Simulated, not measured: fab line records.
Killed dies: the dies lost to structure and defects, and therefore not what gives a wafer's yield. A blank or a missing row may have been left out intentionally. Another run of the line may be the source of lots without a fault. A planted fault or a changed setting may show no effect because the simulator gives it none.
2 desks, one fault    flow rit cmos    numbers are kept per desk, each desk with only its own; the story behind them comes last

FROM THE METROLOGY DESK
What the gauges read for every lot (on any tool): the sampled wafers with a number, averaged. Marked OUT: a lot whose mean sits more than 4 standard deviations from the usual mean, which makes it out of limits; the brackets give that distance.
Columns: A = FOX1_OXIDE_THK at RIT_FOX1_THK_MEAS_01, usual 345 nm; B = NWELL_OVL at RIT_NWELL_OVL_MEAS_06, usual 0.7 nm; C = PWELL_TW at RIT_PWELL_TW_MEAS_10, usual 956; D = PWELL_RS at RIT_WELLDRIVE_RS_MEAS_02, usual 429.7 ohm/sq
lot   first seen here  A    B     C              D
L930  day 1 18:40      360  0.1   958            431.7
L931  day 1 23:05      353  -0.3  946            429.5
L932  day 2 03:10      345  -0.1  948            430.3
L933  day 2 07:54      350  0.4   944            429.8
L934  day 2 14:11      341  2.4   967            429.0
L935  day 2 18:51      354  1.6   952            430.5
L937  day 3 05:51      343  1.1   960            430.1
L938  day 3 09:17      346  1.1   963            430.9
L939  day 3 13:49      348  1.1   952            429.7
L942  day 4 04:57      333  0.9   950            430.1
L943  day 4 11:15      339  1.8   853 (-15) OUT  540.4 (+99 or more) OUT
L944  day 4 15:01      335  -0.0  949            429.0
L946  day 5 01:19      339  0.4   958            429.6
L947  day 5 07:05      349  -0.3  862 (-14) OUT  535.8 (+96) OUT
This desk's result: L943, L947 out of limits, first on L943 (PWELL_TW at RIT_PWELL_TW_MEAS_10), day 4 16:55. L930, L931, L932, L933, L934, L935, L937, L938, L939, L942, L944, L946: within limits.

DESK OF THE TOOL OWNER: implanter-04
RIT_PWELL_IMPLANT_08, tool's own readings: per-lot mean of the sampled wafers with a number, covering each lot this tool ran. Marked OUT: a lot whose mean sits more than 4 standard deviations from the usual mean, which makes it out of limits; the brackets give that distance.
Columns: A = dose ions cm2 at RIT_PWELL_IMPLANT_08, usual 7e+13; B = faraday current uA at RIT_PWELL_IMPLANT_08, usual 222
lot   first seen here  A                        B
L932  day 2 08:28      7e+13                    220
L933  day 2 13:13      7e+13                    223
L938  day 3 14:47      7e+13                    223
L942  day 4 11:35      7e+13                    221
L943  day 4 16:37      5e+13 (-99 or more) OUT  159 (-15) OUT
L947  day 5 12:34      5e+13 (-99 or more) OUT  156 (-16) OUT
This desk's finding: out of limits on L943, L947; first on L943, day 4 16:37 (dose ions cm2 at RIT_PWELL_IMPLANT_08). L932, L933, L938, L942: within limits.

ALL TOGETHER
The tool owner's desk had the chance to raise an alarm at day 4 16:37 on L943, L947.
The metrology desk could have raised an alarm at day 4 16:55, on L943, L947.
Of the lots named, all ran RIT_PWELL_IMPLANT_08 on implanter-04.

WHAT HAD BEEN PUT IN BY THE SIMULATOR
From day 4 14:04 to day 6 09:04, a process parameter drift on implanter-04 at RIT_PWELL_IMPLANT_08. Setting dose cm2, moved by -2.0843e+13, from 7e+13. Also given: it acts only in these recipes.
Struck lots among those shown: L943, L947.
Counting hours from when the fault started, the first reading out of limits came at 3 for the tool owner's desk and at 3 for the metrology desk.
